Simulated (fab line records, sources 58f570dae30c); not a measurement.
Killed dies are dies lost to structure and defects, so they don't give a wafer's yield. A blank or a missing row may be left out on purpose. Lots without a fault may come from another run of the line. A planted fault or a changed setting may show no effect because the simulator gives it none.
A struck lot beside a sound one | flow berkeley_cmos170 | 21 steps out of a route of 331
Sound: wafers L721.2, L721.4, L721.6. Struck: wafers L729.1, L729.2, L729.3. The cause comes at the end.
At each step with rows: each side's tool, then ch and its chambers, then its first start. Under that, the readings that differ: sound wafers | struck wafers | difference of the means | sigmas: that difference in standard deviations of wafers without a fault.
alike: readings whose means differ by less than 2 such deviations, and words and numbers that are the same on both sides. not compared: withheld readings, readings that some wafer has no value for, bounds like >300 that may hide the same value, and numbers for which the record gives no deviation and whose values overlap.
The two part at a step that has a row with sigmas, a row that says differs or no value, or rows on one side only. Numbers that don't overlap but have no deviation are shown without sigmas and don't part them. A reading that every wafer of one side lacks parts them only if that side has two wafers or more.

UCB170_CONTACT_OVL_MEAS_16:
  sound on overlay-02, day 8 05:02; struck on overlay-02, day 10 18:56
  alike: CONTACT_OVL
UCB170_CONTACT_ETCH_17: etches BARC in N2/H2.
  sound on rie_diel-04 ch 0,2, day 8 05:04; struck on rie_diel-03 ch 1,2,3, day 10 18:58
  alike: drypump_motor_current_A, oes_product_au, throttle_valve_pct
UCB170_CONTACT_ETCH_18: etches PSG in CHF3/CF4/Ar, stops on TiSi2, target depth 840 nm, time 195 s.
  sound on rie_diel-04 ch 0,2; struck on rie_diel-03 ch 1,2,3
  alike: drypump_motor_current_A, oes_product_au, throttle_valve_pct
  not compared: rf_hours_counter_h
UCB170_CONTACT_STRIP_19: strips in O2.
  sound on plasma_asher-01 ch 1, day 8 05:13; struck on plasma_asher-02 ch 0,1, day 10 19:08
  alike: drypump_motor_current_A, oes_product_au
  not compared: rf_hours_counter_h
UCB170_CONTACT_CD_MEAS_90: target cd 700 nm.
  sound on cd_sem-01, day 8 05:20; struck on cd_sem-02, day 10 19:14
  reading    | sound             | struck            | difference | sigmas
  cd_nm (nm) | 697.0 700.3 698.6 | 702.0 704.6 702.8 | +4.5       | +3
then, 1 step without rows for these wafers: UCB170_CONTACT_CLEAN_20 (cleans in SPM, time 600 s).
UCB170_M1_SPUTTER_00: material Al, target thk 600 nm, time 80 s.
  sound on pvd_sputter-02, day 8 05:37; struck on pvd_sputter-02, day 10 19:56
  alike: throttle_valve_pct
UCB170_M1_RS_MEAS_01: measures by four-point-probe.
  sound on film_metro-02, day 8 05:42; struck on film_metro-01, day 10 20:00
  alike: M1_AL_RS
UCB170_M1_THK_MEAS_02: measures by xrf.
  sound on film_metro-02, day 8 05:49; struck on film_metro-01, day 10 20:07
  alike: M1_AL_THK
then, 3 steps without rows for these wafers: UCB170_M1_COAT_03; UCB170_M1_COAT_04 (resist thk 900 nm); UCB170_M1_SOFTBAKE_05 (time 60 s).
UCB170_M1_EXPOSE_06: exposes mask METAL1, target cd 700 nm.
  sound on krf_scanner-01 ch 0, day 8 06:45; struck on krf_scanner-02 ch 0, day 10 20:59
  reading              | sound                | struck               | difference | sigmas
  exposure_dose_mJ_cm2 | 20.997 21.008 21.000 | 20.549 20.547 20.502 | -0.469     | -23
  alike: mask, reticle_temp_C
then, 2 steps without rows for these wafers: UCB170_M1_PEB_07; UCB170_M1_DEVELOP_08 (develop time 45 s).
UCB170_M1_CD_MEAS_09: target cd 700 nm.
  sound on cd_sem-02, day 8 07:31; struck on cd_sem-02, day 10 21:41
  alike: cd_nm
UCB170_M1_OVL_MEAS_10:
  sound on overlay-02, day 8 07:37; struck on overlay-01, day 10 21:49
  reading     | sound   | struck | difference | sigmas
  M1_OVL (nm) | 2 -2 -7 | 10 8 8 | +11        | +2
UCB170_M1_ETCH_11: etches BARC in N2/H2.
  sound on rie_diel-03 ch 0,1,2, day 8 07:39; struck on rie_diel-01 ch 1,2,3, day 10 21:50
  alike: drypump_motor_current_A, oes_product_au, throttle_valve_pct
  not compared: model.M1.cd_nm
UCB170_M1_METAL_ETCH_12: etches Al in Cl2/BCl3, stops on PSG, target depth 780 nm, time 130 s.
  sound on rie_metal-02 ch 0, day 8 07:41; struck on rie_metal-02 ch 0,1, day 10 21:53
  reading             | sound             | struck          | difference | sigmas
  model.M1.cd_nm (nm) | 701.6 701.6 702.4 | 700.3 700 699.4 | -2.0       |
  alike: drypump_motor_current_A, oes_product_au, throttle_valve_pct
  not compared: rf_hours_counter_h
UCB170_M1_STRIP_13: strips in O2.
  sound on plasma_asher-01 ch 0,1, day 8 07:49; struck on plasma_asher-04 ch 0,1, day 10 22:01
  alike: drypump_motor_current_A, oes_product_au
  not compared: rf_hours_counter_h
then, 1 step without rows for these wafers: UCB170_M3_PROBE_99.

WHERE THEY PART
First at UCB170_CONTACT_CD_MEAS_90; last, within this record, at UCB170_M1_OVL_MEAS_10. Later steps at which nothing parts them and some readings are alike: UCB170_M1_ETCH_11, UCB170_M1_METAL_ETCH_12, UCB170_M1_STRIP_13.

WHY: what the simulator had put in
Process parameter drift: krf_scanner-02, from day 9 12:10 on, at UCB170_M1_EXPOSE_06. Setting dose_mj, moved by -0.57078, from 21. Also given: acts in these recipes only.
